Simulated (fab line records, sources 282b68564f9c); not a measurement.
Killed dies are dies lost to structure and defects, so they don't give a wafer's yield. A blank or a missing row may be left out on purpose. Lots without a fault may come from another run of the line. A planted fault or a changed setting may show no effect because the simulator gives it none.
Split-lot experiment | flow rit_cmos | 5 lots, 27 wafers read, on a route of 202 steps

THE SPLIT
At RIT_GATE_OXIDATION_05 (target thk 3 nm, ox time 270 s), the setting ox_time_s was moved away from the recipe's 270 s on 24 of the 27 wafers read, by -52.9% to +41.3%. The other wafers ran this setting at the recipe's value.

FROM THE SPLIT TO THE READING: what the file shows between them, 1 step
- RIT_GATE_ANNEAL_06: time 600 s

THE READING
GATE_OXIDE_THK, in nm, at RIT_GATE_THK_MEAS_07. Fault-free wafers of this fab line usually give 3.02 nm, standard deviation 0.075 nm.

wafer  | tool, chamber at the split | ox_time_s as run, s | against the recipe | GATE_OXIDE_THK, nm | against lot-mates on the recipe
L074.1 | -, -                       | 373.4               | +38.3%             | 3.85               | no lot-mate on the recipe
L074.2 | -, -                       | 373.4               | +38.3%             | 3.93               | no lot-mate on the recipe
L074.3 | -, -                       | 373.4               | +38.3%             | 3.92               | no lot-mate on the recipe
L074.4 | -, -                       | 373.4               | +38.3%             | 3.94               | no lot-mate on the recipe
L074.5 | -, -                       | 373.4               | +38.3%             | 3.87               | no lot-mate on the recipe
L074.6 | -, -                       | 373.4               | +38.3%             | 3.96               | no lot-mate on the recipe
L079.1 | -, -                       | 127.2               | -52.9%             | 1.67               | no lot-mate on the recipe
L079.2 | -, -                       | 127.2               | -52.9%             | 1.63               | no lot-mate on the recipe
L079.3 | -, -                       | 127.2               | -52.9%             | 1.66               | no lot-mate on the recipe
L079.4 | -, -                       | 127.2               | -52.9%             | 1.71               | no lot-mate on the recipe
L079.5 | -, -                       | 127.2               | -52.9%             | 1.65               | no lot-mate on the recipe
L079.6 | -, -                       | 127.2               | -52.9%             | 1.66               | no lot-mate on the recipe
L080.2 | furnace-03, 0              | 270                 | recipe             | 3.00               | -
L080.3 | furnace-03, 0              | 270                 | recipe             | 2.94               | -
L080.5 | furnace-03, 0              | 270                 | recipe             | 2.98               | -
L083.1 | -, -                       | 205.5               | -23.9%             | 2.43               | no lot-mate on the recipe
L083.2 | -, -                       | 205.5               | -23.9%             | 2.46               | no lot-mate on the recipe
L083.3 | -, -                       | 205.5               | -23.9%             | 2.47               | no lot-mate on the recipe
L083.4 | -, -                       | 205.5               | -23.9%             | 2.32               | no lot-mate on the recipe
L083.5 | -, -                       | 205.5               | -23.9%             | 2.37               | no lot-mate on the recipe
L083.6 | -, -                       | 205.5               | -23.9%             | 2.36               | no lot-mate on the recipe
L085.1 | -, -                       | 381.4               | +41.3%             | 4.02               | no lot-mate on the recipe
L085.2 | -, -                       | 381.4               | +41.3%             | 3.96               | no lot-mate on the recipe
L085.3 | -, -                       | 381.4               | +41.3%             | 3.99               | no lot-mate on the recipe
L085.4 | -, -                       | 381.4               | +41.3%             | 4.01               | no lot-mate on the recipe
L085.5 | -, -                       | 381.4               | +41.3%             | 4.07               | no lot-mate on the recipe
L085.6 | -, -                       | 381.4               | +41.3%             | 4.10               | no lot-mate on the recipe

THE FIT
A straight line over all 27 wafers: GATE_OXIDE_THK changes by +0.0248 nm for each +1% of ox_time_s; r = +1.00; the points scatter about the line by 0.046 nm.
Too few moved wafers have a lot-mate on the recipe to fit a line with each lot's own level taken away.

THE WHOLE CHAIN: every reading that the file lists as answering this split, in the file's order
step                  | what it does                   | reading                                                                           | change (the file's fit)                | r (the file's)
RIT_GATE_OXIDATION_05 | target thk 3 nm, ox time 270 s | SiO2_of_GATE_OXIDATION_05.thk_nm (the simulator's own value, which no gauge read) | +0.0248 nm for each +1% of the setting | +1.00
RIT_GATE_THK_MEAS_07  |                                | GATE_OXIDE_THK                                                                    | +0.0248 for each +1% of the setting    | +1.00
RIT_M1_PROBE_99       |                                | etest.pmos_0p3.r_on_ohm_um (the simulator's own value, which no gauge read)       | +40.7 for each +1% of the setting      | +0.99
RIT_M1_PROBE_99       |                                | etest.pmos_turned.r_on_ohm_um (the simulator's own value, which no gauge read)    | +15 for each +1% of the setting        | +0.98
RIT_M1_PROBE_99       |                                | etest.nmos_0p3.r_on_ohm_um (the simulator's own value, which no gauge read)       | +10.7 for each +1% of the setting      | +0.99
RIT_M1_PROBE_99       |                                | etest.pmos_0p15.r_on_ohm_um (the simulator's own value, which no gauge read)      | +11.8 for each +1% of the setting      | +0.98
RIT_M1_PROBE_99       |                                | etest.nmos_0p15.drive_ua_um (the simulator's own value, which no gauge read)      | -2.51 for each +1% of the setting      | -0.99
RIT_M1_PROBE_99       |                                | etest.nmos_0p3.drive_ua_um (the simulator's own value, which no gauge read)       | -1.91 for each +1% of the setting      | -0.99

THE FILE'S OWN FIT
GATE_OXIDE_THK changes by +0.0248 nm for each +1% of ox_time_s, r = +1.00.
